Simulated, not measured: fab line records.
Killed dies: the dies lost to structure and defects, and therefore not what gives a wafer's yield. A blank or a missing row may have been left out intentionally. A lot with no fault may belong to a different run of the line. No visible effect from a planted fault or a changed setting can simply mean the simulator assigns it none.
fab line records ; flow berkeley-cmos170 ; part 1 of 2: steps 1 to 26 of 35
record: lots: 5; wafers: 15; last-day: 13
route steps=331 shown M2@279 V2@292 M3@309
lots that met no fault: from a run of the same line without faults
start-h: hours from the record's opening day to when the first of the lot's shown wafers began ; wait-h: hours from the lot's prior step to this one ; " unchanged from the row above ; L1.1+2: a row that stands for several wafers ; - value missing, or start not given ; * or withheld: withheld ; < > ~ a bound
route shown NAME@n: names a module that has steps shown in the file, with the first one's number in the route ; usual: average and standard deviation across the fault-free wafers ; same: alike in all rows ; chamber/n: place in a boat ; sites: each site's reading ; _std_site: standard deviation of those values ; _edge_site: outer sites' mean less inner sites' ; radius-mm: for every site, how far away it sits from the centre of the wafer ; mask NAME#n: copy n ; behind: the tool/chamber that last shaped the wafer ; hold: why the lot was held/for how many hours/how that ended ; device: transistor that didn't switch, given as n, p or np ; end of line: the same wafers' tests at the end of the route ; a step given without rows: its recipe and nothing more ; killed: count of dies lost to structure and defects at first sort (not the wafer's yield) ; map: the dies of a wafer, with x for killed, . for not killed, _ for no die there
set.NAME: setting as actually run; set.NAME@STEP: the setting as run at that earlier step ; model.NAME: the simulator's own value behind a step, which no gauge read
certain route steps with their lots: each step a table, each wafer a row
services: a tool's chamber out of use, with start hour (start-h, from the record's first day; less than 0 if before it), hours out, and reason
== steps ==
step: UCB170_M2_STRIP_08
recipe: chemistry: DMSO; temp-c: 80; time-s: 600; material: KrF
lot.wafer;tool;chamber;start-h;wait-h
L081.1+3+6;wet-bench-01;3;209.96;0.1
L085.2+5+6;wet-bench-04;2;241.58;2.4
L095.2+5+6;wet-bench-04;1;271.37;0.1
L092.1+4+5;wet-bench-04;0;276.73;0.1
L093.2+3+6;wet-bench-01;3;297.12;0.1
step: UCB170_M2_COAT_09
recipe: resist: BARC; temp-c: withheld; time-s: withheld; spin-rpm: 3000; resist-thk-nm: withheld
usual: dispense-pressure-kPa: 50/3.1; resist-line-temp-C: *
lot.wafer;tool;chamber;start-h;wait-h;dispense-pressure-kPa;resist-line-temp-C
L081.1;litho-track-03;0;210.39;0.2;53;*
L081.3;litho-track-03;0;210.39;0.2;53;*
L081.6;litho-track-03;0;210.39;0.2;53;*
L085.2;litho-track-02;0;242.69;0.9;48;*
L085.5;litho-track-02;0;242.69;0.9;48;*
L085.6;litho-track-02;0;242.69;0.9;48;*
L095.2;litho-track-03;0;271.74;0.2;53;*
L095.5;litho-track-03;0;271.74;0.2;53;*
L095.6;litho-track-03;0;271.74;0.2;53;*
L092.1;litho-track-04;0;277.12;0.2;46;*
L092.4;litho-track-04;0;277.12;0.2;46;*
L092.5;litho-track-04;0;277.12;0.2;46;*
L093.2;litho-track-04;0;297.55;0.3;46;*
L093.3;litho-track-04;0;297.55;0.3;46;*
L093.6;litho-track-04;0;297.55;0.3;46;*
step: UCB170_M2_COAT_10
recipe: resist: KrF; spin-rpm: 1533; resist-thk-nm: 900
usual: dispense-pressure-kPa: 50/3.1; resist-line-temp-C: 23.01/0.1
lot.wafer;tool;chamber;start-h;wait-h;dispense-pressure-kPa;resist-line-temp-C
L081.1;litho-track-03;0;-;-;53;23.08
L081.3;litho-track-03;0;-;-;53;23.05
L081.6;litho-track-03;0;-;-;53;23.07
L085.2;litho-track-02;0;-;-;48;23.11
L085.5;litho-track-02;0;-;-;48;22.77
L085.6;litho-track-02;0;-;-;48;23.08
L095.2;litho-track-03;0;-;-;53;23.03
L095.5;litho-track-03;0;-;-;53;23.10
L095.6;litho-track-03;0;-;-;53;23.14
L092.1;litho-track-04;0;-;-;46;22.99
L092.4;litho-track-04;0;-;-;46;22.89
L092.5;litho-track-04;0;-;-;46;22.97
L093.2;litho-track-04;0;-;-;46;22.99
L093.3;litho-track-04;0;-;-;46;22.98
L093.6;litho-track-04;0;-;-;46;22.98
step: UCB170_M2_SOFTBAKE_11
recipe: resist: KrF; temp-c: 130; time-s: 60
usual: resist-line-temp-C: 22.98/0.093
lot.wafer;tool;chamber;start-h;wait-h;resist-line-temp-C
L081.1;litho-track-03;0;-;-;23.07
L081.3;litho-track-03;0;-;-;23.04
L081.6;litho-track-03;0;-;-;23.07
L085.2;litho-track-02;0;-;-;22.85
L085.5;litho-track-02;0;-;-;23.18
L085.6;litho-track-02;0;-;-;22.95
L095.2;litho-track-03;0;-;-;23.11
L095.5;litho-track-03;0;-;-;22.97
L095.6;litho-track-03;0;-;-;23.15
L092.1;litho-track-04;0;-;-;23.01
L092.4;litho-track-04;0;-;-;22.95
L092.5;litho-track-04;0;-;-;23.08
L093.2;litho-track-04;0;-;-;22.83
L093.3;litho-track-04;0;-;-;22.92
L093.6;litho-track-04;0;-;-;22.76
step: UCB170_M2_EXPOSE_12
recipe: mask-id: METAL2; target-cd-nm: 700; na: 0.5; sigma-outer: 0.6; source-shape: conventional; dose-mj: 26
lot.wafer;tool;chamber;start-h;wait-h;mask
L081.1+3+6;krf-scanner-01;0;210.86;-;METAL2#0
L085.2+5+6;krf-scanner-01;0;243.14;-;METAL2#0
L095.2+5+6;krf-scanner-02;0;272.19;-;METAL2#0
L092.1+4+5;krf-scanner-01;0;277.70;-;METAL2#0
L093.2+3+6;krf-scanner-01;0;298.09;-;METAL2#0
step: UCB170_M2_PEB_13
recipe: peb-temp-c: 130; peb-time-s: withheld; resist: KrF
usual: resist-line-temp-C: 22.99/0.11
lot.wafer;tool;chamber;start-h;wait-h;resist-line-temp-C
L081.1;litho-track-02;0;211.47;0.6;23.14
L081.3;litho-track-02;0;211.47;0.6;23.04
L081.6;litho-track-02;0;211.47;0.6;23.14
L085.2;litho-track-02;0;244.14;1.0;22.82
L085.5;litho-track-02;0;244.14;1.0;22.82
L085.6;litho-track-02;0;244.14;1.0;22.96
L095.2;litho-track-02;0;272.75;0.5;22.95
L095.5;litho-track-02;0;272.75;0.5;22.95
L095.6;litho-track-02;0;272.75;0.5;22.85
L092.1;litho-track-04;0;278.02;0.3;22.87
L092.4;litho-track-04;0;278.02;0.3;22.85
L092.5;litho-track-04;0;278.02;0.3;22.89
L093.2;litho-track-02;0;298.71;0.6;23.10
L093.3;litho-track-02;0;298.71;0.6;23.03
L093.6;litho-track-02;0;298.71;0.6;23.23
step: UCB170_M2_DEVELOP_14
recipe: developer: TMAH; develop-time-s: 45; resist: KrF; dev-temp-c: 21
usual: developer-temp-C: 20.98/0.11; resist-line-temp-C: 23.01/0.1
lot.wafer;tool;chamber;start-h;wait-h;developer-temp-C;resist-line-temp-C
L081.1;litho-track-02;0;-;-;20.96;23.08
L081.3;litho-track-02;0;-;-;21.08;22.92
L081.6;litho-track-02;0;-;-;20.83;23.15
L085.2;litho-track-02;0;-;-;21.03;23.03
L085.5;litho-track-02;0;-;-;21.01;22.91
L085.6;litho-track-02;0;-;-;21.17;23.07
L095.2;litho-track-02;0;-;-;21.05;22.93
L095.5;litho-track-02;0;-;-;20.89;22.95
L095.6;litho-track-02;0;-;-;20.86;22.97
L092.1;litho-track-04;0;-;-;20.74;22.97
L092.4;litho-track-04;0;-;-;20.85;23.01
L092.5;litho-track-04;0;-;-;21.00;23.07
L093.2;litho-track-02;0;-;-;20.91;23.00
L093.3;litho-track-02;0;-;-;20.91;23.07
L093.6;litho-track-02;0;-;-;20.93;23.03
step: UCB170_M2_CD_MEAS_15
recipe: target-cd-nm: 700
usual: cd-nm: 699.3/1.4
lot.wafer;tool;chamber;start-h;wait-h;cd-nm
L081.1;cd-sem-02;-;211.80;-;696.6
L081.3;cd-sem-02;-;211.80;-;696.6
L081.6;cd-sem-02;-;211.80;-;697.7
L085.2;cd-sem-02;-;244.41;-;700.5
L085.5;cd-sem-02;-;244.41;-;698.9
L085.6;cd-sem-02;-;244.41;-;699.8
L095.2;cd-sem-01;-;273.02;-;701.1
L095.5;cd-sem-01;-;273.02;-;701.2
L095.6;cd-sem-01;-;273.02;-;700.3
L092.1;cd-sem-01;-;278.30;-;698.8
L092.4;cd-sem-01;-;278.30;-;698.9
L092.5;cd-sem-01;-;278.30;-;700.0
L093.2;cd-sem-01;-;298.98;-;697.6
L093.3;cd-sem-01;-;298.98;-;697.7
L093.6;cd-sem-01;-;298.98;-;696.9
step: UCB170_M2_OVL_MEAS_16
usual: M2_OVL: -2/5.3
lot.wafer;tool;chamber;start-h;wait-h;M2_OVL[nm]
L081.1;overlay-02;-;211.92;0.1;-4
L081.3;overlay-02;-;211.92;0.1;-8
L081.6;overlay-02;-;211.92;0.1;-5
L085.2;overlay-02;-;244.52;0.1;3
L085.5;overlay-02;-;244.52;0.1;1
L085.6;overlay-02;-;244.52;0.1;0
L095.2;overlay-01;-;273.12;0.1;1
L095.5;overlay-01;-;273.12;0.1;-3
L095.6;overlay-01;-;273.12;0.1;1
L092.1;overlay-02;-;278.42;0.1;-4
L092.4;overlay-02;-;278.42;0.1;-6
L092.5;overlay-02;-;278.42;0.1;-11
L093.2;overlay-02;-;299.08;0.1;-2
L093.3;overlay-02;-;299.08;0.1;-2
L093.6;overlay-02;-;299.08;0.1;-3
step: UCB170_M2_ETCH_17
recipe: chemistry: N2/H2; target-depth-a: withheld; overetch-a: withheld; target: BARC; time-s: withheld; source-w: 500; bias-w: 100; pressure-mtorr: 30; n2-flow-sccm: 100; h2-flow-sccm: 200
usual: drypump-motor-current-A: 5.7/0.55; h2-flow-sccm: 200.1/0.61; oes-product-au: 1.000/0.02; throttle-valve-pct: 13.41/0.18
lot.wafer;tool;chamber;start-h;wait-h;drypump-motor-current-A;h2-flow-sccm;oes-product-au;throttle-valve-pct
L081.1;rie-diel-03;2;211.96;0.0;5.5;200.4;1.016;13.62
L081.3;rie-diel-03;0;211.96;0.0;5.7;199.8;0.987;13.62
L081.6;rie-diel-03;1;211.96;0.0;5.8;198.9;1.019;13.53
L085.2;rie-diel-03;0;244.55;0.0;5.7;199.1;0.984;13.60
L085.5;rie-diel-03;3;244.55;0.0;6.6;200.1;1.028;13.39
L085.6;rie-diel-03;2;244.55;0.0;5.5;199.4;1.005;13.64
L095.2;rie-diel-01;1;273.15;0.0;4.7;200.3;0.979;12.99
L095.5;rie-diel-01;3;273.15;0.0;5.3;200.1;0.991;13.47
L095.6;rie-diel-01;2;273.15;0.0;6.4;200.5;1.027;13.38
L092.1;rie-diel-01;2;278.45;0.0;6.5;199.6;1.010;13.35
L092.4;rie-diel-01;2;278.45;0.0;6.5;199.7;1.008;13.34
L092.5;rie-diel-01;3;278.45;0.0;5.4;200.0;0.981;13.49
L093.2;rie-diel-02;0;299.11;0.0;5.0;200.9;0.987;13.33
L093.3;rie-diel-02;2;299.11;0.0;5.5;199.1;0.984;13.26
L093.6;rie-diel-02;2;299.11;0.0;5.5;200.0;0.993;13.27
step: UCB170_M2_METAL_ETCH_18
recipe: chemistry: Cl2/BCl3; target: Al; stop-on: SiO2; pressure-mtorr: 12; target-depth-a: 11700; over-etch-frac: 0.3; time-s: 195; icp-w: 600; bias-w: 120; Cl2_flow_sccm: 90; bcl3-flow-sccm: 45
usual: bcl3-flow-sccm: 44.97/0.13; drypump-motor-current-A: 5.72/0.17; mfc-cl2-sccm: 89.97/0.29; oes-product-au: 0.884/0.012; throttle-valve-pct: 24.21/0.26
lot.wafer;tool;chamber;start-h;wait-h;bcl3-flow-sccm;drypump-motor-current-A;mfc-cl2-sccm;oes-product-au;rf-hours-counter-h;throttle-valve-pct
L081.1;rie-metal-04;1;212.00;-;45.06;5.60;90.44;0.861;4;24.08
L081.3;rie-metal-04;1;212.00;-;45.03;5.59;90.10;0.867;-;24.07
L081.6;rie-metal-04;1;212.00;-;45.07;5.57;89.94;0.872;-;24.08
L085.2;rie-metal-04;0;244.59;-;44.99;5.85;90.29;0.893;1;24.65
L085.5;rie-metal-04;0;244.59;-;44.88;5.87;89.93;0.889;-;24.65
L085.6;rie-metal-04;1;244.59;-;44.71;5.60;89.93;0.872;-;24.08
L095.2;rie-metal-02;0;273.26;-;44.83;5.74;90.04;0.897;-;24.43
L095.5;rie-metal-02;0;273.26;-;44.96;5.73;89.70;0.893;-;24.43
L095.6;rie-metal-02;0;273.26;-;44.90;5.73;90.07;0.881;-;24.45
L092.1;rie-metal-04;0;278.50;-;45.22;5.88;90.49;0.888;1;24.67
L092.4;rie-metal-04;1;278.50;-;45.18;5.59;90.08;0.859;-;24.08
L092.5;rie-metal-04;1;278.50;-;45.12;5.61;89.71;0.864;-;24.08
L093.2;rie-metal-04;0;299.16;-;44.92;5.89;89.86;0.891;2;24.66
L093.3;rie-metal-04;1;299.16;-;44.94;5.61;90.06;0.874;-;24.07
L093.6;rie-metal-04;1;299.16;-;44.97;5.61;90.02;0.864;-;24.09
step: UCB170_M2_STRIP_19
recipe: chemistry: O2; power-w: 400; pressure-mtorr: 3500; platen-temp-c: withheld; o2-flow-sccm: 400; overash-fraction: 0.5
usual: drypump-motor-current-A: 5.4/0.5; oes-product-au: 0.527/0.019
lot.wafer;tool;chamber;start-h;wait-h;drypump-motor-current-A;oes-product-au;rf-hours-counter-h
L081.1;plasma-asher-04;0;212.38;0.3;5.5;0.517;9
L081.3;plasma-asher-04;1;212.38;0.3;5.4;0.508;-
L081.6;plasma-asher-04;0;212.38;0.3;5.5;0.518;-
L085.2;plasma-asher-01;1;244.78;0.1;5.1;0.543;57
L085.5;plasma-asher-01;0;244.78;0.1;5.6;0.551;-
L085.6;plasma-asher-01;1;244.78;0.1;5.1;0.530;-
L095.2;plasma-asher-01;0;273.57;0.2;5.6;0.514;61
L095.5;plasma-asher-01;1;273.57;0.2;5.0;0.512;-
L095.6;plasma-asher-01;0;273.57;0.2;5.6;0.501;-
L092.1;plasma-asher-01;1;278.68;0.1;5.1;0.537;61
L092.4;plasma-asher-01;1;278.68;0.1;5.1;0.520;-
L092.5;plasma-asher-01;0;278.68;0.1;5.6;0.518;-
L093.2;plasma-asher-01;0;299.34;0.1;5.5;0.558;64
L093.3;plasma-asher-01;0;299.34;0.1;5.6;0.518;-
L093.6;plasma-asher-01;1;299.34;0.1;5.1;0.530;-
step: UCB170_M2_CD_MEAS_90
recipe: target-cd-nm: 700
usual: cd-nm: 700/3.2
lot.wafer;tool;chamber;start-h;wait-h;cd-nm
L081.1;cd-sem-02;-;212.59;0.2;702
L081.3;cd-sem-02;-;212.59;0.2;700
L081.6;cd-sem-02;-;212.59;0.2;704
L085.2;cd-sem-02;-;244.90;0.1;701
L085.5;cd-sem-02;-;244.90;0.1;698
L085.6;cd-sem-02;-;244.90;0.1;708
L095.2;cd-sem-01;-;273.69;0.1;699
L095.5;cd-sem-01;-;273.69;0.1;696
L095.6;cd-sem-01;-;273.69;0.1;697
L092.1;cd-sem-02;-;278.78;0.1;693
L092.4;cd-sem-02;-;278.78;0.1;702
L092.5;cd-sem-02;-;278.78;0.1;701
L093.2;cd-sem-01;-;299.46;0.1;693
L093.3;cd-sem-01;-;299.46;0.1;702
L093.6;cd-sem-01;-;299.46;0.1;702
step: UCB170_V2_CVD_00
recipe: material: SiO2; target-thk-nm: 2000; temp-c: 390; precursor: TEOS/O2; time-s: 250; rf-w: 550; pressure-mtorr: 9000
usual: heater-power-w: 235/66
lot.wafer;tool;chamber;start-h;wait-h;heater-power-w
L081.1;pecvd-03;2;212.71;0.1;169
L081.3;pecvd-03;1;212.71;0.1;227
L081.6;pecvd-03;0;212.71;0.1;179
L085.2;pecvd-02;0;245.00;0.1;217
L085.5;pecvd-02;0;245.00;0.1;178
L085.6;pecvd-02;2;245.00;0.1;155
L095.2;pecvd-02;2;273.79;0.1;216
L095.5;pecvd-02;0;273.79;0.1;272
L095.6;pecvd-02;1;273.79;0.1;251
L092.1;pecvd-01;0;278.90;0.1;204
L092.4;pecvd-01;2;278.90;0.1;263
L092.5;pecvd-01;0;278.90;0.1;126
L093.2;pecvd-02;2;299.56;0.1;226
L093.3;pecvd-02;1;299.56;0.1;354
L093.6;pecvd-02;2;299.56;0.1;154
step: UCB170_V2_THK_MEAS_01
recipe: reads: SiO2_of_V2_CVD_00
usual: V2_TEOS_THK: 1999/29
lot.wafer;tool;chamber;start-h;wait-h;V2_TEOS_THK[nm]
L081.1;film-metro-03;-;212.87;0.1;2000
L081.3;film-metro-03;-;212.87;0.1;1947
L081.6;film-metro-03;-;212.87;0.1;2005
L085.2;film-metro-01;-;245.24;0.2;1980
L085.5;film-metro-01;-;245.24;0.2;2048
L085.6;film-metro-01;-;245.24;0.2;1996
L095.2;film-metro-04;-;273.96;0.1;1988
L095.5;film-metro-04;-;273.96;0.1;2060
L095.6;film-metro-04;-;273.96;0.1;2031
L092.1;film-metro-04;-;279.06;0.1;1980
L092.4;film-metro-04;-;279.06;0.1;1998
L092.5;film-metro-04;-;279.06;0.1;1994
L093.2;film-metro-04;-;299.73;0.1;2011
L093.3;film-metro-04;-;299.73;0.1;2000
L093.6;film-metro-04;-;299.73;0.1;2037
step: UCB170_V2_CMP_02
recipe: material: SiO2; down-force-psi: 6; platen-rpm: 60; pad-velocity-m-s: 0.75398
usual: motor-current-A: 15.9/1.7; retaining-ring-pressure-frac: 1.000/0.0047
lot.wafer;tool;chamber;start-h;wait-h;motor-current-A;retaining-ring-pressure-frac
L081.1;cmp-01;0;212.93;0.1;17.5;1.001
L081.3;cmp-01;2;212.93;0.1;14.3;1.001
L081.6;cmp-01;1;212.93;0.1;13.6;0.998
L085.2;cmp-01;2;245.29;0.0;13.8;1.001
L085.6;cmp-01;2;245.29;0.0;13.5;0.998
L085.5;cmp-01;3;245.29;0.0;16.9;0.995
L095.2;cmp-01;3;274.16;0.2;16.3;1.003
L095.6;cmp-01;0;274.16;0.2;17.9;1.003
L095.5;cmp-01;1;274.16;0.2;13.5;1.000
L092.4;cmp-01;2;279.17;0.1;13.3;0.993
L092.1;cmp-01;3;279.17;0.1;16.3;1.002
L092.5;cmp-01;1;279.17;0.1;13.5;1.001
L093.2;cmp-02;3;299.78;0.0;18.7;1.005
L093.3;cmp-02;0;299.78;0.0;15.4;0.999
L093.6;cmp-02;3;299.78;0.0;18.6;1.004
step: UCB170_V2_BOW_MEAS_03
recipe: mode: bow
usual: V2_BOW: 37/6.1
lot.wafer;tool;chamber;start-h;wait-h;V2_BOW[um]
L081.1;film-metro-03;-;213.23;0.2;42
L081.3;film-metro-03;-;213.23;0.2;33
L081.6;film-metro-03;-;213.23;0.2;44
L085.2;film-metro-03;-;245.61;0.3;33
L085.5;film-metro-03;-;245.61;0.3;31
L085.6;film-metro-03;-;245.61;0.3;45
L095.2;film-metro-03;-;274.33;0.1;32
L095.5;film-metro-03;-;274.33;0.1;36
L095.6;film-metro-03;-;274.33;0.1;30
L092.1;film-metro-04;-;279.42;0.1;35
L092.4;film-metro-04;-;279.42;0.1;28
L092.5;film-metro-04;-;279.42;0.1;35
L093.2;film-metro-01;-;300.10;0.3;31
L093.3;film-metro-01;-;300.10;0.3;36
L093.6;film-metro-01;-;300.10;0.3;36
step: UCB170_V2_THK_MEAS_04
recipe: reads: SiO2_of_V2_CVD_00
usual: V2_POLISHED_THK: 1000.0/1.3
lot.wafer;tool;chamber;start-h;wait-h;V2_POLISHED_THK[nm]
L081.1;film-metro-03;-;213.35;0.1;1002.1
L081.3;film-metro-03;-;213.35;0.1;999.8
L081.6;film-metro-03;-;213.35;0.1;1000.3
L085.2;film-metro-03;-;245.72;0.1;1000.3
L085.5;film-metro-03;-;245.72;0.1;998.5
L085.6;film-metro-03;-;245.72;0.1;999.5
L095.2;film-metro-03;-;274.44;0.1;998.9
L095.5;film-metro-03;-;274.44;0.1;1001.4
L095.6;film-metro-03;-;274.44;0.1;1000.1
L092.1;film-metro-04;-;279.54;0.1;1000.3
L092.4;film-metro-04;-;279.54;0.1;999.0
L092.5;film-metro-04;-;279.54;0.1;1000.2
L093.2;film-metro-01;-;300.21;0.1;1000.5
L093.3;film-metro-01;-;300.21;0.1;1000.0
L093.6;film-metro-01;-;300.21;0.1;998.7
step: UCB170_V2_CLEAN_05
recipe: chemistry: DIW
lot.wafer;tool;chamber;start-h;wait-h
L081.1+3+6;wet-bench-04;2;213.50;0.1
L085.2+5+6;wet-bench-03;3;245.77;0.0
L095.2+5+6;wet-bench-04;0;274.52;0.1
L092.1+4+5;wet-bench-04;2;279.60;0.1
L093.2+3+6;wet-bench-04;2;300.30;0.1
step: UCB170_V2_HMDS_06
recipe: prime-time-s: 60; prime-temp-c: 100
usual: resist-line-temp-C: 22.98/0.12
lot.wafer;tool;chamber;start-h;wait-h;resist-line-temp-C
L081.1;litho-track-01;0;213.77;0.1;23.16
L081.3;litho-track-01;0;213.77;0.1;22.84
L081.6;litho-track-01;0;213.77;0.1;22.92
L085.2;litho-track-04;0;246.24;0.3;23.21
L085.5;litho-track-04;0;246.24;0.3;23.07
L085.6;litho-track-04;0;246.24;0.3;23.22
L095.2;litho-track-04;0;275.15;0.4;23.11
L095.5;litho-track-04;0;275.15;0.4;22.99
L095.6;litho-track-04;0;275.15;0.4;23.07
L092.1;litho-track-03;0;279.78;0.0;23.08
L092.4;litho-track-03;0;279.78;0.0;22.95
L092.5;litho-track-03;0;279.78;0.0;22.90
L093.2;litho-track-01;0;300.50;0.0;22.84
L093.3;litho-track-01;0;300.50;0.0;22.83
L093.6;litho-track-01;0;300.50;0.0;22.79
step: UCB170_V2_COAT_07
recipe: resist: KrF; spin-rpm: 1500; resist-thk-nm: 900
usual: dispense-pressure-kPa: 48/3.4; resist-line-temp-C: 22.97/0.12
lot.wafer;tool;chamber;start-h;wait-h;dispense-pressure-kPa;resist-line-temp-C
L081.1;litho-track-01;0;213.92;0.1;45;22.87
L081.3;litho-track-01;0;213.92;0.1;45;22.79
L081.6;litho-track-01;0;213.92;0.1;45;23.01
L085.2;litho-track-04;0;246.39;0.1;46;22.89
L085.5;litho-track-04;0;246.39;0.1;46;22.98
L085.6;litho-track-04;0;246.39;0.1;46;22.94
L095.2;litho-track-04;0;275.30;0.1;46;23.07
L095.5;litho-track-04;0;275.30;0.1;46;23.16
L095.6;litho-track-04;0;275.30;0.1;46;23.14
L092.1;litho-track-03;0;279.93;0.1;53;23.00
L092.4;litho-track-03;0;279.93;0.1;53;23.00
L092.5;litho-track-03;0;279.93;0.1;53;23.06
L093.2;litho-track-01;0;300.65;0.1;45;22.82
L093.3;litho-track-01;0;300.65;0.1;45;22.89
L093.6;litho-track-01;0;300.65;0.1;45;22.86
step: UCB170_V2_SOFTBAKE_08
recipe: resist: KrF; temp-c: 130; time-s: 60
usual: resist-line-temp-C: 22.98/0.092
lot.wafer;tool;chamber;start-h;wait-h;resist-line-temp-C
L081.1;litho-track-01;0;214.07;0.1;22.95
L081.3;litho-track-01;0;214.07;0.1;23.10
L081.6;litho-track-01;0;214.07;0.1;23.03
L085.2;litho-track-04;0;246.54;0.1;23.21
L085.5;litho-track-04;0;246.54;0.1;23.02
L085.6;litho-track-04;0;246.54;0.1;23.14
L095.2;litho-track-04;0;275.45;0.1;23.01
L095.5;litho-track-04;0;275.45;0.1;23.05
L095.6;litho-track-04;0;275.45;0.1;23.07
L092.1;litho-track-03;0;280.08;0.1;22.77
L092.4;litho-track-03;0;280.08;0.1;23.04
L092.5;litho-track-03;0;280.08;0.1;22.90
L093.2;litho-track-01;0;300.80;0.1;23.03
L093.3;litho-track-01;0;300.80;0.1;23.09
L093.6;litho-track-01;0;300.80;0.1;23.06
step: UCB170_V2_EXPOSE_09
recipe: mask-id: VIA2; target-cd-nm: 700; na: 0.5; sigma-outer: 0.6; source-shape: conventional; dose-mj: 37
lot.wafer;tool;chamber;start-h;wait-h;mask
L081.1+3+6;krf-scanner-01;0;214.22;0.1;VIA2#0
L085.2+5+6;krf-scanner-01;0;246.69;0.1;VIA2#0
L095.2+5+6;krf-scanner-01;0;275.72;0.2;VIA2#0
L092.1+4+5;krf-scanner-02;0;280.23;0.1;VIA2#0
L093.2+3+6;krf-scanner-02;0;300.96;0.1;VIA2#0
step: UCB170_V2_PEB_10
recipe: peb-temp-c: 130; peb-time-s: withheld; resist: KrF
usual: resist-line-temp-C: 23.00/0.13
lot.wafer;tool;chamber;start-h;wait-h;resist-line-temp-C
L081.1;litho-track-01;0;214.77;0.5;23.19
L081.3;litho-track-01;0;214.77;0.5;23.19
L081.6;litho-track-01;0;214.77;0.5;23.14
L085.2;litho-track-03;0;247.39;0.7;23.00
L085.5;litho-track-03;0;247.39;0.7;23.32
L085.6;litho-track-03;0;247.39;0.7;23.16
L095.2;litho-track-03;0;275.84;0.1;23.03
L095.5;litho-track-03;0;275.84;0.1;22.89
L095.6;litho-track-03;0;275.84;0.1;23.05
L092.1;litho-track-01;0;280.61;0.4;22.91
L092.4;litho-track-01;0;280.61;0.4;22.86
L092.5;litho-track-01;0;280.61;0.4;22.99
L093.2;litho-track-03;0;301.13;0.1;23.22
L093.3;litho-track-03;0;301.13;0.1;23.02
L093.6;litho-track-03;0;301.13;0.1;22.96
step: UCB170_V2_DEVELOP_11
recipe: developer: TMAH; develop-time-s: 45; resist: KrF; dev-temp-c: 21
usual: developer-temp-C: 21.00/0.11; resist-line-temp-C: 23.01/0.12
lot.wafer;tool;chamber;start-h;wait-h;developer-temp-C;resist-line-temp-C
L081.1;litho-track-01;0;-;-;21.30;22.98
L081.3;litho-track-01;0;-;-;21.01;22.98
L081.6;litho-track-01;0;-;-;21.11;22.99
L085.2;litho-track-03;0;-;-;20.96;22.87
L085.5;litho-track-03;0;-;-;21.05;22.97
L085.6;litho-track-03;0;-;-;20.95;22.95
L095.2;litho-track-03;0;-;-;21.04;22.76
L095.5;litho-track-03;0;-;-;21.01;22.90
L095.6;litho-track-03;0;-;-;20.93;22.93
L092.1;litho-track-01;0;-;-;20.97;23.03
L092.4;litho-track-01;0;-;-;21.28;23.13
L092.5;litho-track-01;0;-;-;21.16;23.08
L093.2;litho-track-03;0;-;-;20.90;23.27
L093.3;litho-track-03;0;-;-;21.06;23.02
L093.6;litho-track-03;0;-;-;20.89;22.98
step: UCB170_V2_CD_MEAS_12
recipe: target-cd-nm: 700
usual: cd-nm: 699.9/1.3
lot.wafer;tool;chamber;start-h;wait-h;cd-nm
L081.1;cd-sem-02;-;215.11;-;700.1
L081.3;cd-sem-02;-;215.11;-;700.1
L081.6;cd-sem-02;-;215.11;-;699.8
L085.2;cd-sem-02;-;247.66;-;700.3
L085.5;cd-sem-02;-;247.66;-;700.4
L085.6;cd-sem-02;-;247.66;-;698.0
L095.2;cd-sem-01;-;276.11;-;701.3
L095.5;cd-sem-01;-;276.11;-;701.0
L095.6;cd-sem-01;-;276.11;-;700.5
L092.1;cd-sem-02;-;280.88;-;698.9
L092.4;cd-sem-02;-;280.88;-;699.8
L092.5;cd-sem-02;-;280.88;-;699.4
L093.2;cd-sem-02;-;301.40;-;701.6
L093.3;cd-sem-02;-;301.40;-;701.4
L093.6;cd-sem-02;-;301.40;-;701.9
